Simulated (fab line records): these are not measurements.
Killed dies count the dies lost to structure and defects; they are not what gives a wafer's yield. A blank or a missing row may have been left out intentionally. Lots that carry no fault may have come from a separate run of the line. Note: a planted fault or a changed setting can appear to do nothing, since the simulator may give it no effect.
Split-lot trial :: flow berkeley_cmos170 :: 23 wafers read across 5 lots, on a route 331 steps long

== SPLIT DETAILS ==
At UCB170_ACTIVE_CVD_05 (deposits Si3N4 from SiH2Cl2/NH3, target thk 220 nm, time 3300 s), the setting pressure_mtorr was moved away from the recipe's 200 mTorr on 10 of the 23 wafers read, by +13.4% to +14.5%. All remaining wafers had this setting at the recipe value.

Split to reading: the file shows no intervening step.

== THE READING ==
ACTIVE_NITRIDE_THK (nm), taken at UCB170_ACTIVE_THK_MEAS_06. On this fab line, fault-free wafers typically give 219.5 nm with a standard deviation of 1.7 nm.

wafer: L076.1
tool, chamber at the split: -, -
pressure_mtorr as run, mTorr: 226.8
against the recipe: +13.4%
ACTIVE_NITRIDE_THK, nm: 226.4
against lot-mates on the recipe: no lot-mate on the recipe

wafer: L076.2
tool, chamber at the split: -, -
pressure_mtorr as run, mTorr: 226.8
against the recipe: +13.4%
ACTIVE_NITRIDE_THK, nm: 228.9
against lot-mates on the recipe: no lot-mate on the recipe

wafer: L076.3
tool, chamber at the split: -, -
pressure_mtorr as run, mTorr: 226.8
against the recipe: +13.4%
ACTIVE_NITRIDE_THK, nm: 228.3
against lot-mates on the recipe: no lot-mate on the recipe

wafer: L076.4
tool, chamber at the split: -, -
pressure_mtorr as run, mTorr: 226.8
against the recipe: +13.4%
ACTIVE_NITRIDE_THK, nm: 228.3
against lot-mates on the recipe: no lot-mate on the recipe

wafer: L076.5
tool, chamber at the split: -, -
pressure_mtorr as run, mTorr: 226.8
against the recipe: +13.4%
ACTIVE_NITRIDE_THK, nm: 227.7
against lot-mates on the recipe: no lot-mate on the recipe

wafer: L078.1
tool, chamber at the split: lpcvd-02, 0
pressure_mtorr as run, mTorr: 200
against the recipe: recipe
ACTIVE_NITRIDE_THK, nm: 219.9
against lot-mates on the recipe: -

wafer: L078.4
tool, chamber at the split: lpcvd-02, 0
pressure_mtorr as run, mTorr: 200
against the recipe: recipe
ACTIVE_NITRIDE_THK, nm: 220.1
against lot-mates on the recipe: -

wafer: L078.6
tool, chamber at the split: lpcvd-02, 0
pressure_mtorr as run, mTorr: 200
against the recipe: recipe
ACTIVE_NITRIDE_THK, nm: 219.9
against lot-mates on the recipe: -

wafer: L081.1
tool, chamber at the split: -, -
pressure_mtorr as run, mTorr: 228.9
against the recipe: +14.5%
ACTIVE_NITRIDE_THK, nm: 227.2
against lot-mates on the recipe: no lot-mate on the recipe

wafer: L081.2
tool, chamber at the split: -, -
pressure_mtorr as run, mTorr: 228.9
against the recipe: +14.5%
ACTIVE_NITRIDE_THK, nm: 228.9
against lot-mates on the recipe: no lot-mate on the recipe

wafer: L081.3
tool, chamber at the split: -, -
pressure_mtorr as run, mTorr: 228.9
against the recipe: +14.5%
ACTIVE_NITRIDE_THK, nm: 227.9
against lot-mates on the recipe: no lot-mate on the recipe

wafer: L081.5
tool, chamber at the split: -, -
pressure_mtorr as run, mTorr: 228.9
against the recipe: +14.5%
ACTIVE_NITRIDE_THK, nm: 227.0
against lot-mates on the recipe: no lot-mate on the recipe

wafer: L081.6
tool, chamber at the split: -, -
pressure_mtorr as run, mTorr: 228.9
against the recipe: +14.5%
ACTIVE_NITRIDE_THK, nm: 229.2
against lot-mates on the recipe: no lot-mate on the recipe

wafer: L084.1
tool, chamber at the split: -, -
pressure_mtorr as run, mTorr: 200
against the recipe: recipe
ACTIVE_NITRIDE_THK, nm: 217.8
against lot-mates on the recipe: -

wafer: L084.2
tool, chamber at the split: -, -
pressure_mtorr as run, mTorr: 200
against the recipe: recipe
ACTIVE_NITRIDE_THK, nm: 217.5
against lot-mates on the recipe: -

wafer: L084.3
tool, chamber at the split: -, -
pressure_mtorr as run, mTorr: 200
against the recipe: recipe
ACTIVE_NITRIDE_THK, nm: 218.5
against lot-mates on the recipe: -

wafer: L084.5
tool, chamber at the split: -, -
pressure_mtorr as run, mTorr: 200
against the recipe: recipe
ACTIVE_NITRIDE_THK, nm: 218.3
against lot-mates on the recipe: -

wafer: L084.6
tool, chamber at the split: -, -
pressure_mtorr as run, mTorr: 200
against the recipe: recipe
ACTIVE_NITRIDE_THK, nm: 219.4
against lot-mates on the recipe: -

wafer: L085.2
tool, chamber at the split: -, -
pressure_mtorr as run, mTorr: 200
against the recipe: recipe
ACTIVE_NITRIDE_THK, nm: 217.9
against lot-mates on the recipe: -

wafer: L085.3
tool, chamber at the split: -, -
pressure_mtorr as run, mTorr: 200
against the recipe: recipe
ACTIVE_NITRIDE_THK, nm: 218.8
against lot-mates on the recipe: -

wafer: L085.4
tool, chamber at the split: -, -
pressure_mtorr as run, mTorr: 200
against the recipe: recipe
ACTIVE_NITRIDE_THK, nm: 220.0
against lot-mates on the recipe: -

wafer: L085.5
tool, chamber at the split: -, -
pressure_mtorr as run, mTorr: 200
against the recipe: recipe
ACTIVE_NITRIDE_THK, nm: 219.8
against lot-mates on the recipe: -

wafer: L085.6
tool, chamber at the split: -, -
pressure_mtorr as run, mTorr: 200
against the recipe: recipe
ACTIVE_NITRIDE_THK, nm: 219.2
against lot-mates on the recipe: -

FIT RESULTS
A straight line over all 23 wafers: ACTIVE_NITRIDE_THK changes by +0.643 nm for each +1% of pressure_mtorr; r = +0.98; the points scatter about the line by 0.94 nm.
Too few moved wafers with a lot-mate on the recipe to fit a line net of each lot's own level.

== THE WHOLE CHAIN: every reading that the file lists as answering this split, in the file's order ==
step: UCB170_ACTIVE_CVD_05
what it does: deposits Si3N4 from SiH2Cl2/NH3, target thk 220 nm, time 3300 s
reading: Si3N4_of_ACTIVE_CVD_05.thk_nm (the simulator's own value, which no gauge read)
change (the file's fit): +0.65 nm for each +1% of the setting
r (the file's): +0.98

step: UCB170_ACTIVE_THK_MEAS_06
what it does: 
reading: ACTIVE_NITRIDE_THK
change (the file's fit): +0.644 for each +1% of the setting
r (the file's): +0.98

step: UCB170_ACTIVE_ETCH_15
what it does: etches Si3N4 in CH3F/Ar/O2, stops on SiO2, target depth 242 nm, time 151 s
reading: etch.depth_nm (the simulator's own value, which no gauge read)
change (the file's fit): +0.65 nm for each +1% of the setting
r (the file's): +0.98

== THE FILE'S OWN FIT ==
ACTIVE_NITRIDE_THK changes by +0.644 nm for each +1% of pressure_mtorr, r = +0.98.
